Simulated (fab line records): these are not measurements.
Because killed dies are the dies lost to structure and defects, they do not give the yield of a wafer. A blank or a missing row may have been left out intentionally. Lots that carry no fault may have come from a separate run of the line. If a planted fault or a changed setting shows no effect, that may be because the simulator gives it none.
A lot that was struck, set against a sound lot -- flow ritCmos -- 15 steps out of a route of 202
Sound: wafers L456.1, L456.4, L456.6. Struck: wafers L461.2, L461.3, L461.5. The cause is named last.
Per side, at each step with rows, come the tool, then ch with its chambers, and then its first start. Under that, the readings that differ: sound wafers -- struck wafers -- difference of the means -- sigmas: that difference in standard deviations of wafers without a fault.
alike: readings whose means differ by less than 2 such deviations, and words and numbers that are the same on both sides. not compared: withheld readings, readings that some wafer has no value for, bounds like >300 that may hide the same value, and numbers for which the record gives no deviation and whose values overlap.
A row with sigmas, a row that says differs or no value, or rows on one side alone: a step with any of these is where the two part. Non-overlapping numbers with no deviation appear without sigmas and do not part them. A reading missing from all wafers of one side parts the sides only when that side holds two or more wafers.

first, 6 steps without rows for these wafers: RIT_CONTACT_HMDS_02 (prime time 60 s); RIT_CONTACT_COAT_03 (resist thk 1000 nm); RIT_CONTACT_SOFTBAKE_04 (time 60 s); RIT_CONTACT_EXPOSE_05 (exposes mask M11, target cd 1000 nm); RIT_CONTACT_PEB_06; RIT_CONTACT_DEVELOP_07 (develop time 120 s).
RIT_CONTACT_CD_MEAS_08 targets a cd of 1000 nm.
  sound: cdSem-01 at day 3 10:59; struck: cdSem-02 at day 4 10:02
  alike: cdNm
RIT_CONTACT_OVL_MEAS_09:
  sound: overlay-02 at day 3 11:06; struck: overlay-02 at day 4 10:08
  alike: CONTACT_OVL
then, 1 step without rows for these wafers: RIT_CONTACT_HARDBAKE_10 (time 60 s).
RIT_CONTACT_ETCH_11: etches SiO2 in CHF3/CF4/Ar, stops on TiSi2, target depth 480 nm, time 320 s.
  sound on rieDiel-03 ch 0,1,3, day 3 11:17; struck on rieDiel-04 ch 0,1,3, day 4 10:19
  alike: CHF3_flow_sccm, drypumpMotorCurrentA, oesProductAu, throttleValvePct
  not compared: rfHoursCounterH
RIT_CONTACT_STRIP_12: strips in O2, time 180 s.
  sound on plasmaAsher-03 ch 0,1, day 3 11:29; struck on plasmaAsher-02 ch 0,1, day 4 10:31
  alike: drypumpMotorCurrentA
  not compared: rfHoursCounterH
RIT_CONTACT_CD_MEAS_90 targets a cd of 1000 nm.
  sound: cdSem-01 at day 3 11:40; struck: cdSem-01 at day 4 10:42
  alike: cdNm
RIT_CONTACT_CLEAN_13: cleans in SC1, time 600 s.
  sound on wetBench-03 ch 3, day 3 11:47; struck on wetBench-02 ch 1, day 4 10:48
reading,sound,struck,difference,sigmas
runLengthS (s),633 633 633,655 655 655,+22,+7
then, 1 step without rows for these wafers: RIT_CONTACT_CLEAN_14 (cleans in SC2, time 600 s).
RIT_M1_PROBE_99:
  sound: prober-01 at day 3 16:11; struck: prober-01 at day 4 16:50
  alike: killed_at_M0_to_M3, killedAtFrontEnd, killedDies, killedOpen, killedShort

## WHERE THEY PART
RIT_CONTACT_CLEAN_13 only, going by this record. Later steps at which nothing parts them and some readings are alike: RIT_M1_PROBE_99.

WHY: the cause the simulator had injected
Process parameters drifting: wetBench-02 at RIT_CONTACT_CLEAN_13, beginning at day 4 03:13. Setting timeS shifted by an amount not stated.
